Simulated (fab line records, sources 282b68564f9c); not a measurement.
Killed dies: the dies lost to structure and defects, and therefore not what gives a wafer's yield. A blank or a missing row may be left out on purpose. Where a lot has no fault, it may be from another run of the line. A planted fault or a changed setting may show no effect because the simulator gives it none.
Which tool was responsible? | flow ritCmos | 21 wafers from 7 lots sampled at 2 of the route's 202 steps

## WHAT THE GAUGES SHOWED, per wafer
RIT_ACTIVE_CD_MEAS_11 targets a cd of 1400 nm.
lot  | measured    | on       | cdNm (nm)
L599 | day 1 20:22 | cdSem-01 | 1399.0 1395.7 1400.0
L602 | day 2 10:29 | cdSem-02 | 1401.9 1401.0 1404.8
L604 | day 2 20:39 | cdSem-01 | 1399.7 1402.9 1400.8
L607 | day 3 12:43 | cdSem-02 | 1354.1 1355.4 1355.6 1354.1 1354.8 1355.8
L611 | day 4 07:26 | cdSem-02 | 1369.2 1367.6 1368.3 1369.0 1367.9 1368.4
L617 | day 5 15:17 | cdSem-01 | 1398.3 1398.0 1398.9
L619 | day 5 23:26 | cdSem-01 | 1397.6 1399.4 1400.0

## EACH LOT AND THE TOOL THAT RAN IT (in order: tool; ch and the chambers of the sampled wafers; start)
lot  | RIT_ACTIVE_EXPOSE_08
L599 | ilineStepper-02 ch 0, day 1 19:58
L602 | ilineStepper-02 ch 0, day 2 10:05
L604 | ilineStepper-02 ch 0, day 2 20:15
L607 | ilineStepper-01 ch 0, day 3 12:19
L611 | ilineStepper-01 ch 0, day 4 07:02
L617 | ilineStepper-02 ch 0, day 5 14:53
L619 | ilineStepper-02 ch 0, day 5 23:02
- RIT_ACTIVE_EXPOSE_08: exposes mask M1, target cd 1400 nm.

## THE ANSWER, worked out from the rows above alone
Rule: the usual values come from the lots themselves. The widest of any qualifying gaps counts: lots, ordered by their means at a reading, are off when they make up no more than a third of the lots, leave a main group of 4 or more, and stand apart from it by 3 or more times the standard deviation of that group's means. A main group whose means are all the same, to the digits that the tables above print for the reading, isn't used. A lot without any number at a reading at which 4 lots or more have one is off too. All remaining lots with rows at the step are treated as sound.
Off, at RIT_ACTIVE_CD_MEAS_11 on cdNm: L607, L611. For the main group the mean is 1399.9 nm and the standard deviation 1.7.
A tool fits if, at a process step before that reading, it ran every lot that is off, and no sound lot after the first of them. Those tools and the gauges at RIT_ACTIVE_CD_MEAS_11 are tried in the same way. Can't be told from this: 2 tools fit, ilineStepper-01 at RIT_ACTIVE_EXPOSE_08, cdSem-02 at RIT_ACTIVE_CD_MEAS_11.

## WHAT THE SIMULATOR HAD PUT IN
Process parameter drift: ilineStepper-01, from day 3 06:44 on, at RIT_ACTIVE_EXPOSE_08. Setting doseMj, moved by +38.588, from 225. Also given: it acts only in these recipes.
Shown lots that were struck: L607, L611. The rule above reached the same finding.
